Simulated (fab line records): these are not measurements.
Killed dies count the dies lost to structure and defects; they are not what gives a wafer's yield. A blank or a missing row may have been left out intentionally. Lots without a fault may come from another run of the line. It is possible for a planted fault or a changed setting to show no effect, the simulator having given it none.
The tool behind it: which one? + flow berkeley_cmos170 + Sampling: 14 lots, 42 wafers, 5 of 331 route steps

WHAT EACH GAUGE READ, for each wafer
UCB170_FIELD_THK_MEAS_91. Usual: for FIELD_OXIDE_LEFT_2_THK the level is 349 nm and the standard deviation is 9.3.
| lot  | measured     | on            | FIELD_OXIDE_LEFT_2_THK (nm) | flag |
|------|--------------|---------------|-----------------------------|------|
| L425 | day 6 18:18  | film_metro-04 | 344 338 339                 |      |
| L426 | day 6 18:38  | film_metro-03 | 342 345 349                 |      |
| L428 | day 7 04:46  | film_metro-04 | 345 347 345                 |      |
| L429 | day 7 05:07  | film_metro-01 | 338 323 328                 |      |
| L427 | day 7 05:12  | film_metro-04 | 356 345 357                 |      |
| L430 | day 7 20:55  | film_metro-01 | 350 355 351                 |      |
| L433 | day 8 02:19  | film_metro-01 | 336 347 350                 |      |
| L432 | day 8 02:58  | film_metro-01 | 345 345 349                 |      |
| L436 | day 8 14:49  | film_metro-01 | 366 357 372                 |      |
| L439 | day 9 09:59  | film_metro-04 | 339 334 343                 |      |
| L440 | day 9 15:56  | film_metro-01 | 353 354 363                 |      |
| L441 | day 10 01:16 | film_metro-01 | 353 346 353                 |      |
| L444 | day 10 07:25 | film_metro-03 | 353 351 347                 |      |
| L448 | day 11 03:24 | film_metro-01 | 352 349 362                 |      |

UCB170_SILICIDE_THK_MEAS_03: measures by xrf. Usual: for SILICIDE_TI_THK the level is 30.5 nm and the standard deviation is 0.31.
| lot  | measured     | on            | SILICIDE_TI_THK (nm) | flag |
|------|--------------|---------------|----------------------|------|
| L425 | day 8 04:05  | film_metro-01 | 29.9 29.9 30.1       |      |
| L426 | day 8 03:31  | film_metro-01 | 30.9 30.6 30.7       |      |
| L428 | day 8 12:32  | film_metro-01 | 30.2 30.6 29.8       |      |
| L429 | day 8 12:14  | film_metro-01 | 30.7 30.5 30.6       |      |
| L427 | day 8 12:41  | film_metro-04 | 30.9 30.5 30.8       |      |
| L430 | day 9 06:30  | film_metro-01 | 30.8 30.6 30.7       |      |
| L433 | day 9 11:47  | film_metro-01 | 30.1 30.1 30.4       |      |
| L432 | day 9 10:46  | film_metro-01 | 30.5 30.4 30.8       |      |
| L436 | day 9 21:25  | film_metro-01 | 30.6 30.5 30.7       |      |
| L439 | day 10 16:22 | film_metro-04 | 30.2 30.5 30.2       |      |
| L440 | day 10 23:24 | film_metro-04 | 30.4 30.2 30.5       |      |
| L441 | day 11 06:04 | film_metro-01 | 30.6 31.0 30.5       |      |
| L444 | day 11 13:16 | film_metro-01 | 31.1 30.3 30.5       |      |
| L448 | day 12 15:55 | film_metro-03 | 30.2 31.2 30.7       |      |

WHICH TOOL RAN EACH LOT (tool, then ch and the chambers of the sampled wafers, then the start)
| lot  | UCB170_GATE_ETCH_14                | UCB170_NSD_COAT_01                | UCB170_NSD_STRIP_09                  |
|------|------------------------------------|-----------------------------------|--------------------------------------|
| L425 | rie_diel-04 ch 0,2, day 7 06:34    | litho_track-03 ch 0, day 8 00:05  | plasma_asher-03 ch 1, day 8 01:36    |
| L426 | rie_diel-02 ch 0,2,3, day 7 07:02  | litho_track-02 ch 0, day 8 00:03  | plasma_asher-04 ch 0,1, day 8 01:29  |
| L428 | rie_diel-02 ch 1,2,3, day 7 19:47  | litho_track-01 ch 0, day 8 08:48  | plasma_asher-03 ch 0,1, day 8 10:25  |
| L429 | rie_diel-02 ch 1,2, day 7 20:05    | litho_track-03 ch 0, day 8 08:40  | plasma_asher-02 ch 0,1, day 8 10:10  |
| L427 | rie_diel-04 ch 1,2, day 7 19:55    | litho_track-02 ch 0, day 8 08:53  | plasma_asher-02 ch 1, day 8 10:28    |
| L430 | rie_diel-04 ch 0,1, day 8 10:34    | litho_track-03 ch 0, day 9 01:49  | plasma_asher-02 ch 1, day 9 03:10    |
| L433 | rie_diel-01 ch 0,2,3, day 8 17:11  | litho_track-02 ch 0, day 9 06:58  | plasma_asher-04 ch 0,1, day 9 09:01  |
| L432 | rie_diel-01 ch 0,1,2, day 8 17:27  | litho_track-03 ch 0, day 9 06:52  | plasma_asher-02 ch 0,1, day 9 08:27  |
| L436 | rie_diel-02 ch 1,3, day 9 05:01    | litho_track-03 ch 0, day 9 18:08  | plasma_asher-03 ch 0, day 9 19:26    |
| L439 | rie_diel-04 ch 1,2,3, day 10 00:15 | litho_track-01 ch 0, day 10 13:07 | plasma_asher-02 ch 0,1, day 10 14:28 |
| L440 | rie_diel-02 ch 0,3, day 10 06:19   | litho_track-01 ch 0, day 10 19:53 | plasma_asher-03 ch 0,1, day 10 21:19 |
| L441 | rie_diel-01 ch 0,1, day 10 13:18   | litho_track-01 ch 0, day 11 02:40 | plasma_asher-02 ch 0,1, day 11 04:02 |
| L444 | rie_diel-04 ch 0,2,3, day 10 21:25 | litho_track-01 ch 0, day 11 08:34 | plasma_asher-03 ch 0,1, day 11 09:41 |
| L448 | rie_diel-01 ch 0,1, day 11 18:39   | litho_track-01 ch 0, day 12 12:56 | plasma_asher-02 ch 0,1, day 12 14:02 |
- UCB170_GATE_ETCH_14: etches BARC in N2/H2.
- UCB170_NSD_COAT_01: resist thk 900 nm.
- UCB170_NSD_STRIP_09: strips in O2.

AS READ BY THE TOOLS THEMSELVES (means over the sampled wafers that have a number; for cases with no such wafer, the mark the record gives instead)
UCB170_GATE_ETCH_14. Usual: bias_w 99.98 W, standard deviation 0.27; drypump_motor_current_A 5.7 A, standard deviation 0.37; oes_product_au 1.000 a.u., standard deviation 0.018; throttle_valve_pct 13.28 %, standard deviation 0.16.
| lot  | tool        | bias_w (W) | drypump_motor_current_A (A) | oes_product_au (a.u.) | throttle_valve_pct (%) | flag |
|------|-------------|------------|-----------------------------|-----------------------|------------------------|------|
| L425 | rie_diel-04 | 99.75      | 5.9                         | 1.008                 | 13.01                  |      |
| L426 | rie_diel-02 | 99.95      | 6.0                         | 0.983                 | 13.38                  |      |
| L428 | rie_diel-02 | 99.78      | 5.7                         | 0.990                 | 13.40                  |      |
| L429 | rie_diel-02 | 100.01     | 5.4                         | 0.997                 | 13.42                  |      |
| L427 | rie_diel-04 | 100.04     | 5.9                         | 0.986                 | 13.21                  |      |
| L430 | rie_diel-04 | 100.10     | 5.2                         | 1.026                 | 13.27                  |      |
| L433 | rie_diel-01 | 99.73      | 5.6                         | 1.014                 | 13.19                  |      |
| L432 | rie_diel-01 | 99.86      | 5.6                         | 0.999                 | 13.18                  |      |
| L436 | rie_diel-02 | 100.05     | 5.7                         | 0.991                 | 13.35                  |      |
| L439 | rie_diel-04 | 100.12     | 5.8                         | 0.995                 | 13.24                  |      |
| L440 | rie_diel-02 | 99.82      | 6.1                         | 0.987                 | 13.30                  |      |
| L441 | rie_diel-01 | 99.88      | 5.5                         | 0.995                 | 13.19                  |      |
| L444 | rie_diel-04 | 99.98      | 5.6                         | 0.992                 | 13.21                  |      |
| L448 | rie_diel-01 | 100.00     | 5.5                         | 0.989                 | 13.18                  |      |

UCB170_NSD_COAT_01. Usual: spin_speed_rpm reads 1500.3 rpm (standard deviation 1.1).
| lot  | tool           | spin_speed_rpm (rpm) | flag |
|------|----------------|----------------------|------|
| L425 | litho_track-03 | 1501.2               |      |
| L426 | litho_track-02 | 1499.8               |      |
| L428 | litho_track-01 | 1500.9               |      |
| L429 | litho_track-03 | 1499.7               |      |
| L427 | litho_track-02 | 1500.2               |      |
| L430 | litho_track-03 | 1499.1               |      |
| L433 | litho_track-02 | 1500.1               |      |
| L432 | litho_track-03 | 1571.6               | OFF  |
| L436 | litho_track-03 | 1570.3               | OFF  |
| L439 | litho_track-01 | 1499.3               |      |
| L440 | litho_track-01 | 1501.0               |      |
| L441 | litho_track-01 | 1500.2               |      |
| L444 | litho_track-01 | 1500.9               |      |
| L448 | litho_track-01 | 1499.8               |      |

UCB170_NSD_STRIP_09. Usual: drypump_motor_current_A 5.64 A, standard deviation 0.29; oes_product_au 0.533 a.u., standard deviation 0.0046; strip_time_to_endpoint_s 35.82 s, standard deviation 0.065.
| lot  | tool            | drypump_motor_current_A (A) | oes_product_au (a.u.) | strip_time_to_endpoint_s (s) | flag |
|------|-----------------|-----------------------------|-----------------------|------------------------------|------|
| L425 | plasma_asher-03 | 5.84                        | 0.531                 | 35.82                        |      |
| L426 | plasma_asher-04 | 5.31                        | 0.532                 | 35.92                        |      |
| L428 | plasma_asher-03 | 5.68                        | 0.536                 | 35.87                        |      |
| L429 | plasma_asher-02 | 5.90                        | 0.529                 | 35.80                        |      |
| L427 | plasma_asher-02 | 6.07                        | 0.534                 | 35.80                        |      |
| L430 | plasma_asher-02 | 6.04                        | 0.534                 | 35.78                        |      |
| L433 | plasma_asher-04 | 5.31                        | 0.534                 | 35.73                        |      |
| L432 | plasma_asher-02 | 5.87                        | 0.533                 | 35.38                        | OFF  |
| L436 | plasma_asher-03 | 5.27                        | 0.529                 | 35.38                        | OFF  |
| L439 | plasma_asher-02 | 5.87                        | 0.533                 | 35.87                        |      |
| L440 | plasma_asher-03 | 5.48                        | 0.536                 | 35.71                        |      |
| L441 | plasma_asher-02 | 5.74                        | 0.536                 | 35.85                        |      |
| L444 | plasma_asher-03 | 5.48                        | 0.538                 | 35.71                        |      |
| L448 | plasma_asher-02 | 5.89                        | 0.535                 | 35.84                        |      |

THE ANSWER, worked out from the rows above alone
Rule: lot off if the mean of its wafers having a number is beyond 3 standard deviations from the usual mean. A lot without any number at a reading at which 4 lots or more have one is off too. All remaining lots with rows at the step are treated as sound. After the gauges, taken in route order, come the tools' own readings; for these a lot's mean is taken, as printed above. At the first step where some lot is off, the reading lying furthest off is the one used; lots without a number count as furthest.
Off at UCB170_NSD_COAT_01 (spin_speed_rpm): L432, L436.
If a tool, at that step or one of the process steps before it, ran each lot that is off and ran no sound lot following the first of them, it fits. One fits: UCB170_NSD_COAT_01 on litho_track-03. Its last sound lot is L430 (day 9 01:49), its first lot that is off L432 (day 9 06:52): a fault that began between those two fits.
On the lots that are off, the tool's own readings at UCB170_NSD_COAT_01 differ by more than 5 times the standard deviation of the sound lots' means, which bears it out; spin_speed_rpm reads 1570.9 rpm there versus 1500.2 rpm on the sound lots.

WHAT THE SIMULATOR PUT IN
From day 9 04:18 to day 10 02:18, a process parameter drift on litho_track-03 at UCB170_NSD_COAT_01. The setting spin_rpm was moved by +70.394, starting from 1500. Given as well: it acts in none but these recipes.
Lots struck among those shown: L432, L436. The rule given above showed the same thing.
